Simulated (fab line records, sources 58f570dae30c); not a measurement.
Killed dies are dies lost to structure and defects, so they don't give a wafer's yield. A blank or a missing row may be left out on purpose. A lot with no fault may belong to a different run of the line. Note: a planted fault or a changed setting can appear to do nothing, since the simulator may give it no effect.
A single fault, viewed from 2 desks	flow berkeley-cmos170	every desk sees just its own numbers, and what lay behind them comes last

== FROM THE METROLOGY DESK ==
What the gauges read for every lot (on any tool): the sampled wafers with a number, averaged. Marked OUT: a lot whose mean sits more than 4 standard deviations from the usual mean, which makes it out of limits; the brackets give that distance.
Columns: A = START_OXIDE_THK at UCB170_START_THK_MEAS_03, usual 19.9 nm; B = NWELL_TW at UCB170_NWELL_TW_MEAS_16, usual 1236; C = SCREENOX_OXIDE_THK at UCB170_SCREENOX_THK_MEAS_02, usual 14.38 nm; D = PVT_OVL at UCB170_PVT_OVL_MEAS_06, usual 3 nm
lot	first seen here	A	B	C	D
L153	day 1 12:01	20.1	1229	13.88	8
L154	day 1 20:02	20.1	1251	14.40	-4
L156	day 2 05:16	20.3	1226	13.94	-1
L157	day 2 11:04	19.7	1238	14.57	-3
L158	day 2 16:30	20.0	1237	14.15	8
L160	day 3 02:30	19.8	1244	14.32	-1
L161	day 3 07:04	19.6	1234	14.17	3
L162	day 3 14:14	19.3	1238	14.51	2
L168	day 4 16:46	19.9	1442 (+25) OUT	14.43	12
L171	day 5 07:22	19.6	1231	14.89	1
L172	day 5 12:02	19.5	1424 (+23) OUT	14.34	-2
L173	day 5 16:35	20.2	1438 (+25) OUT	14.12	5
L174	day 5 23:22	20.6	1240	14.57	8
L175	day 6 06:02	19.5	1237	14.41	4
L176	day 6 07:19	19.7	1228	14.83	8
Per this desk, out of limits: L168, L172, L173; the first was L168, day 5 10:18 (NWELL_TW at UCB170_NWELL_TW_MEAS_16). Within limits: L153, L154, L156, L157, L158, L160, L161, L162, L171, L174, L175, L176.

== AT THE TOOL OWNER'S DESK: implanter-02 ==
The tool's own readings at UCB170_NWELL_IMPLANT_14, given as means over the sampled wafers that have a number, one for each lot that went through this tool. Marked OUT: a lot whose mean sits more than 4 standard deviations from the usual mean, which makes it out of limits; the brackets give that distance.
Columns: A = dose-ions-cm2 at UCB170_NWELL_IMPLANT_14, usual 1e+13; B = faraday-current-uA at UCB170_NWELL_IMPLANT_14, usual 31.7
lot	first seen here	A	B
L154	day 2 16:31	1e+13	32.2
L168	day 5 10:04	2e+13 (+99 or more) OUT	50.7 (+31) OUT
L172	day 6 07:35	2e+13 (+99 or more) OUT	50.7 (+31) OUT
L173	day 6 10:15	2e+13 (+99 or more) OUT	50.1 (+30) OUT
This desk finds L168, L172, L173 out of limits, L168 being first, at day 5 10:04 (dose-ions-cm2 at UCB170_NWELL_IMPLANT_14). Within limits: L154.

== TAKEN TOGETHER ==
At day 5 10:04, on L168, L172, L173, the tool owner's desk was in a position to raise an alarm.
An alarm was possible from the metrology desk at day 5 10:18, on L168, L172, L173.
Every lot named ran UCB170_NWELL_IMPLANT_14 on implanter-02.

== WHAT THE SIMULATOR PUT IN ==
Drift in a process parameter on implanter-02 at UCB170_NWELL_IMPLANT_14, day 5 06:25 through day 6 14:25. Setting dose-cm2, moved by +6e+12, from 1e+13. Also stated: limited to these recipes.
Shown lots that were struck: L168, L172, L173.
Fault start to first reading out of limits, in hours, per desk: tool owner, 4; metrology, 4.
